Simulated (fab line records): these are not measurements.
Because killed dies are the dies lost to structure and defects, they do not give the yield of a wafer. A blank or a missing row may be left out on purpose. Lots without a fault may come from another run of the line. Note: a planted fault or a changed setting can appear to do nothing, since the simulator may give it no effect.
Comparing a struck lot with a sound one    flow rit cmos    19 out of 202 route steps
Sound: wafers L283.1, L283.2, L283.5. Wafers L293.1, L293.2, L293.5 were the ones struck. Last of all comes the cause.
Order at every step that has rows: each side's tool, ch and its chambers, its first start. Under that, the readings that differ: sound wafers    struck wafers    difference of the means    sigmas: that difference in standard deviations of wafers without a fault.
alike: a reading whose means differ by less than 2 such deviations, as well as words and numbers matching on both sides. not compared: withheld readings; readings where some wafer has no value; bounds like >300 that might hide an equal value; numbers whose values overlap and for which the record gives no deviation.
The two part at a step that has a row with sigmas, a row that says differs or no value, or rows on one side only. Numbers that don't overlap but have no deviation are shown without sigmas and don't part them. A reading that every wafer of one side lacks parts them only if that side has two wafers or more.

RIT_SILICIDE_RS_MEAS_02: measures by four-point-probe.
  sound on film metro-01 at day 4 10:19; struck on film metro-04 at day 6 13:10
  alike: SILICIDE_TI_RS
RIT_SILICIDE_THK_MEAS_03: measures by xrf.
  sound on film metro-01 at day 4 10:26; struck on film metro-04 at day 6 13:17
  alike: SILICIDE_TI_THK
RIT_SILICIDE_RTA_04: time 10 s, ramp up 5 s, ramp down 5 s.
  sound on rtp anneal-02 ch 0, day 4 10:30; struck on rtp anneal-02 ch 0, day 6 13:20
  alike: wafer_temp_C_max
then, 1 step without rows for these wafers: RIT_SILICIDE_WET_ETCH_05 (etches Ti in SPM, time 120 s).
RIT_SILICIDE_RTA_06: time 10 s, ramp up 5 s, ramp down 10 s.
  sound on rtp anneal-01 ch 0, day 4 10:40; struck on rtp anneal-01 ch 0, day 6 13:27
  alike: wafer_temp_C_max
RIT_CONTACT_CVD_00: deposits SiO2 from TEOS, target thk 400 nm, time 61 s.
  sound on pecvd-02 ch 1,2, day 4 10:44; struck on pecvd-03 ch 0,2, day 6 13:31
  alike: heater power w, susceptor temp C
RIT_CONTACT_THK_MEAS_01:
  sound on film metro-04 at day 4 10:47; struck on film metro-02 at day 6 13:34
  alike: CONTACT_TEOS_THK
then, 2 steps without rows for these wafers: RIT_CONTACT_HMDS_02 (prime time 60 s); RIT_CONTACT_COAT_03 (resist thk 1000 nm).
RIT_CONTACT_SOFTBAKE_04: time 62.18 s.
  sound on litho track-04 ch 0, day 4 11:09; struck on litho track-04 ch 0, day 6 13:56
  alike: plate sensor t centre C, plate sensor t edge C
then, 2 steps without rows for these wafers: RIT_CONTACT_EXPOSE_05 (exposes mask M11, target cd 1000 nm); RIT_CONTACT_PEB_06.
RIT_CONTACT_DEVELOP_07: develop time 120 s.
  sound on litho track-02 ch 0, day 4 11:00; struck on litho track-03 ch 0, day 6 14:00
RIT_CONTACT_CD_MEAS_08: target cd 1000 nm.
  sound on cd sem-02 at day 4 11:49; struck on cd sem-02 at day 6 14:44
reading     sound                 struck             difference  sigmas
cd nm (nm)  1001.4 1002.5 1002.3  978.2 980.3 978.2  -23.2       -12
RIT_CONTACT_OVL_MEAS_09:
  sound on overlay-02 at day 4 11:56; struck on overlay-02 at day 6 14:51
  alike: CONTACT_OVL
then, 1 step without rows for these wafers: RIT_CONTACT_HARDBAKE_10 (time 60 s).
RIT_CONTACT_ETCH_11: etches SiO2 in CHF3/CF4/Ar, stops on TiSi2, target depth 480 nm, time 320 s.
  sound on rie diel-03 ch 0,3, day 4 12:07; struck on rie diel-03 ch 0,3, day 6 15:05
reading                   sound           struck           difference  sigmas
model.CONTACT.cd nm (nm)  1001 1003 1002  978.5 980.2 978  -23.1       
  alike: drypump motor current A, mfc ar sccm, oes product au, throttle valve pct
  not compared: rf hours counter h
RIT_CONTACT_STRIP_12: strips in O2, time 180 s.
  sound on plasma asher-02 ch 0,1, day 4 12:19; struck on plasma asher-01 ch 0,1, day 6 15:17
reading              sound           struck          difference  sigmas
o2 flow sccm (sccm)  4023 4016 4012  3981 3996 3990  -28         -2
  alike: drypump motor current A, rf refl power W
  not compared: rf hours counter h
RIT_M1_PROBE_99:
  sound on prober-02 at day 4 17:11; struck on prober-02 at day 6 19:57
reading                                     sound              struck             difference  sigmas
model.etest.contact to gate.bv left v (V)   88.95 89.81 89.94  96.53 95.38 97.94  +7.05       
model.etest.contact to gate.bv right v (V)  89.34 91.21 90.39  94.62 97.38 96.81  +5.96       
  alike: killed at front end, killed dies, killed open, killed short

== WHERE THEY PART ==
First at RIT_CONTACT_CD_MEAS_08; last, within this record, at RIT_CONTACT_STRIP_12. Later steps at which nothing parts them and some readings are alike: RIT_M1_PROBE_99.

WHY: whatever the simulator had introduced
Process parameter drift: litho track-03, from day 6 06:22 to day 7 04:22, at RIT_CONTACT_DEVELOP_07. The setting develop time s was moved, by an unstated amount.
